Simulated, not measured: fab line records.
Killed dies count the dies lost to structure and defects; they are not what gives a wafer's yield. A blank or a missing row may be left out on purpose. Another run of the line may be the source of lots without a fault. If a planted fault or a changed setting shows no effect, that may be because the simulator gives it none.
Tool commonality check ; flow berkeley cmos170 ; 15 lots, 45 wafers sampled

== REASON IT WAS OPENED ==
Of 15 lots, 3 have the reading SILICIDE_TI_RS flagged at UCB170_SILICIDE_RS_MEAS_02. Fault-free wafers read 26.2 ohm/sq, with a standard deviation of 0.34.
Rule: a lot is flagged in two cases, either no wafer of it has a number, or all its wafers with numbers fall more than 4 standard deviations from that mean. As for the other lots, they are considered sound.

lot;measured;on;SILICIDE_TI_RS (ohm/sq), wafer by wafer;flag
L105;day 8 20:20;film metro-01;26.4 26.7 26.3;
L108;day 8 20:51;film metro-01;26.4 26.2 25.8;
L106;day 8 20:52;film metro-03;25.2 25.6 25.7;
L107;day 8 21:25;film metro-02;26.0 25.8 25.8;
L104;day 8 21:35;film metro-03;25.6 25.7 25.7;
L110;day 9 09:11;film metro-02;25.9 26.1 26.0;
L111;day 9 10:14;film metro-03;25.9 25.7 26.1;
L112;day 10 03:35;film metro-03;11.7 11.7 11.7;FLAGGED
L113;day 10 03:38;film metro-01;26.5 26.3 26.4;
L114;day 10 20:11;film metro-02;26.4 26.4 26.8;
L117;day 10 21:02;film metro-01;26.6 26.4 26.3;
L118;day 11 06:53;film metro-01;11.9 12.0 11.8;FLAGGED
L119;day 11 06:55;film metro-02;11.9 11.8 12.0;FLAGGED
L125;day 12 18:49;film metro-03;26.9 26.9 26.9;
L124;day 12 19:18;film metro-03;26.2 25.9 26.3;
The numbers of the flagged lots are 11.8 ohm/sq on average: -14.4 ohm/sq against the usual, or -42 standard deviations.

== LOT BY LOT: THE TOOL USED ==
Before the reading, the record contains 2 process steps out of a 331-step route. In each cell: the tool, then ch and the chambers that the sampled wafers went through, then the start.
lot;flag;UCB170_NSD_STRIP_09;UCB170_SILICIDE_SPUTTER_01
L105;;plasma asher-01 ch 0,1, day 8 18:01;pvd sputter-02, day 8 20:18
L108;;plasma asher-04 ch 0,1, day 8 18:16;pvd sputter-03, day 8 20:49
L106;;plasma asher-02 ch 0,1, day 8 18:30;pvd sputter-04, day 8 20:49
L107;;plasma asher-01 ch 0,1, day 8 18:44;pvd sputter-02, day 8 21:22
L104;;plasma asher-04 ch 0,1, day 8 18:59;pvd sputter-03, day 8 21:33
L110;;plasma asher-02 ch 1, day 9 06:43;pvd sputter-04, day 9 09:10
L111;;plasma asher-04 ch 0,1, day 9 07:19;pvd sputter-03, day 9 10:12
L112;FLAGGED;plasma asher-04 ch 0,1, day 10 01:34;pvd sputter-02, day 10 03:20
L113;;plasma asher-01 ch 0,1, day 10 01:50;pvd sputter-03, day 10 03:37
L114;;plasma asher-01 ch 0,1, day 10 17:18;pvd sputter-02, day 10 20:10
L117;;plasma asher-01 ch 0,1, day 10 18:16;pvd sputter-03, day 10 20:59
L118;FLAGGED;plasma asher-01 ch 0,1, day 11 03:25;pvd sputter-02, day 11 06:29
L119;FLAGGED;plasma asher-04 ch 1, day 11 02:56;pvd sputter-03, day 11 06:29
L125;;plasma asher-04 ch 0,1, day 12 13:10;pvd sputter-02, day 12 18:46
L124;;plasma asher-02 ch 0,1, day 12 13:31;pvd sputter-03, day 12 19:15
What is done by these steps:
- UCB170_NSD_STRIP_09: strips in O2.
- UCB170_SILICIDE_SPUTTER_01: material Ti, target thk 30 nm, time 25 s.
- UCB170_SILICIDE_RS_MEAS_02: measures by four-point-probe.

== FLAGGED OVER TOTAL, TOOL BY TOOL (the gauges that took the reading come last) ==
step;tool;lots run;flagged;share of the flagged lots;sound lots run after its first flagged lot
UCB170_NSD_STRIP_09;plasma asher-01;6;1;some;0
UCB170_NSD_STRIP_09;plasma asher-02;3;0;none;-
UCB170_NSD_STRIP_09;plasma asher-04;6;2;some;1 (L125)
UCB170_SILICIDE_SPUTTER_01;pvd sputter-02;6;2;some;2 (L114,L125)
UCB170_SILICIDE_SPUTTER_01;pvd sputter-03;7;1;some;1 (L124)
UCB170_SILICIDE_SPUTTER_01;pvd sputter-04;2;0;none;-
UCB170_SILICIDE_RS_MEAS_02;film metro-01;5;1;some;0
UCB170_SILICIDE_RS_MEAS_02;film metro-02;4;1;some;0
UCB170_SILICIDE_RS_MEAS_02;film metro-03;6;1;some;2 (L125,L124)

== WHAT THE TABLE PERMITS ==
No row of the table ran every flagged lot.

== WHAT HAD BEEN PUT IN BY THE SIMULATOR ==
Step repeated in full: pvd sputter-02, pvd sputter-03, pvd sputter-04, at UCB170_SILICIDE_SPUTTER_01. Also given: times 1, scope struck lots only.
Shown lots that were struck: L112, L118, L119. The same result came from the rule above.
